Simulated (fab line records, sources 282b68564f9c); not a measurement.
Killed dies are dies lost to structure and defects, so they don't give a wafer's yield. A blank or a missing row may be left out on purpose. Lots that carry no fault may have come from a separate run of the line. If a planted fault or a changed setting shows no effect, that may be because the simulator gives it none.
The tool behind it: which one? :: flow rit_cmos :: 13 lots with 39 wafers sampled at 2 steps, on a route of 202 steps

WHAT EACH GAUGE READ, for each wafer
The record holds no reading of a measuring or inspecting step that can be judged against a usual standard deviation.

WHICH TOOL RAN EACH LOT (tool, then ch and the chambers of the sampled wafers, then the start)
lot: L892
RIT_NWELL_EXPOSE_03: iline_stepper-01 ch 0, day 1 21:20
RIT_M1_PROBE_99: prober-01, day 3 10:47

lot: L893
RIT_NWELL_EXPOSE_03: iline_stepper-02 ch 0, day 2 01:05
RIT_M1_PROBE_99: prober-02, day 3 13:26

lot: L894
RIT_NWELL_EXPOSE_03: iline_stepper-02 ch 0, day 2 07:31
RIT_M1_PROBE_99: prober-01, day 3 20:32

lot: L895
RIT_NWELL_EXPOSE_03: iline_stepper-02 ch 0, day 2 12:19
RIT_M1_PROBE_99: prober-02, day 4 00:58

lot: L898
RIT_NWELL_EXPOSE_03: iline_stepper-01 ch 0, day 3 01:44
RIT_M1_PROBE_99: prober-02, day 4 14:00

lot: L906
RIT_NWELL_EXPOSE_03: iline_stepper-01 ch 0, day 4 18:05
RIT_M1_PROBE_99: prober-02, day 6 08:37

lot: L907
RIT_NWELL_EXPOSE_03: iline_stepper-01 ch 0, day 4 23:35
RIT_M1_PROBE_99: prober-01, day 6 12:37

lot: L908
RIT_NWELL_EXPOSE_03: iline_stepper-01 ch 0, day 5 03:50
RIT_M1_PROBE_99: prober-02, day 6 19:22

lot: L909
RIT_NWELL_EXPOSE_03: iline_stepper-02 ch 0, day 5 09:08
RIT_M1_PROBE_99: prober-01, day 6 22:17

lot: L910
RIT_NWELL_EXPOSE_03: iline_stepper-02 ch 0, day 5 13:52
RIT_M1_PROBE_99: prober-02, day 7 03:55

lot: L911
RIT_NWELL_EXPOSE_03: iline_stepper-02 ch 0, day 5 19:08
RIT_M1_PROBE_99: prober-01, day 7 08:55

lot: L912
RIT_NWELL_EXPOSE_03: iline_stepper-02 ch 0, day 5 23:44
RIT_M1_PROBE_99: prober-02, day 7 15:28

lot: L913
RIT_NWELL_EXPOSE_03: iline_stepper-01 ch 0, day 6 04:52
RIT_M1_PROBE_99: prober-01, day 7 19:46
- RIT_NWELL_EXPOSE_03: exposes mask M2, target cd 43900 nm.
- RIT_M1_PROBE_99

WHAT THE TOOLS THEMSELVES READ (means of the sampled wafers that have a number; where no wafer has one, the mark that the record gives instead)
RIT_M1_PROBE_99. Usual: killed_at_contacts 0.1, standard deviation 0.24; killed_at_front_end 7, standard deviation 3; killed_dies 7, standard deviation 3; killed_open 3.2, standard deviation 1.8; killed_short 3.5, standard deviation 2.1.
lot: L892
tool: prober-01
killed_at_contacts: 0.3
killed_at_front_end: 8
killed_dies: 8
killed_open: 3.7
killed_short: 4.3
flag: 

lot: L893
tool: prober-02
killed_at_contacts: 0.0
killed_at_front_end: 7
killed_dies: 7
killed_open: 3.0
killed_short: 4.3
flag: 

lot: L894
tool: prober-01
killed_at_contacts: 0.0
killed_at_front_end: 3
killed_dies: 3
killed_open: 1.3
killed_short: 2.0
flag: 

lot: L895
tool: prober-02
killed_at_contacts: 0.3
killed_at_front_end: 7
killed_dies: 7
killed_open: 3.7
killed_short: 3.7
flag: 

lot: L898
tool: prober-02
killed_at_contacts: 0.0
killed_at_front_end: 7
killed_dies: 7
killed_open: 3.7
killed_short: 3.7
flag: 

lot: L906
tool: prober-02
killed_at_contacts: 0.0
killed_at_front_end: 6
killed_dies: 6
killed_open: 2.7
killed_short: 3.3
flag: 

lot: L907
tool: prober-01
killed_at_contacts: 0.0
killed_at_front_end: 7
killed_dies: 7
killed_open: 2.7
killed_short: 4.3
flag: 

lot: L908
tool: prober-02
killed_at_contacts: 0.3
killed_at_front_end: 6
killed_dies: 7
killed_open: 2.3
killed_short: 4.3
flag: 

lot: L909
tool: prober-01
killed_at_contacts: 0.0
killed_at_front_end: 11
killed_dies: 11
killed_open: 5.3
killed_short: 6.0
flag: 

lot: L910
tool: prober-02
killed_at_contacts: 0.0
killed_at_front_end: 8
killed_dies: 8
killed_open: 3.7
killed_short: 4.3
flag: 

lot: L911
tool: prober-01
killed_at_contacts: 0.0
killed_at_front_end: 6
killed_dies: 6
killed_open: 2.3
killed_short: 3.7
flag: 

lot: L912
tool: prober-02
killed_at_contacts: 0.0
killed_at_front_end: 8
killed_dies: 8
killed_open: 3.3
killed_short: 5.0
flag: 

lot: L913
tool: prober-01
killed_at_contacts: 0.3
killed_at_front_end: 5
killed_dies: 6
killed_open: 3.0
killed_short: 2.7
flag: 

THE ANSWER, worked out from the rows above alone
Rule: a lot counts as off when the mean over its wafers that have a number is more than 3 standard deviations away from the usual mean. Also off: a lot with no number at a reading for which 4 or more lots have one. Where the step has rows for the other lots, those lots are counted as sound. The gauges are gone through in route order, then the tools' own readings, and for those a lot's mean is taken as printed above. The first step at which some lot is off is used, and at that step the reading that is off furthest; a lot without a number counts as furthest.
No lot is off at any reading shown: from this, nothing can be told.

WHAT THE SIMULATOR PUT IN
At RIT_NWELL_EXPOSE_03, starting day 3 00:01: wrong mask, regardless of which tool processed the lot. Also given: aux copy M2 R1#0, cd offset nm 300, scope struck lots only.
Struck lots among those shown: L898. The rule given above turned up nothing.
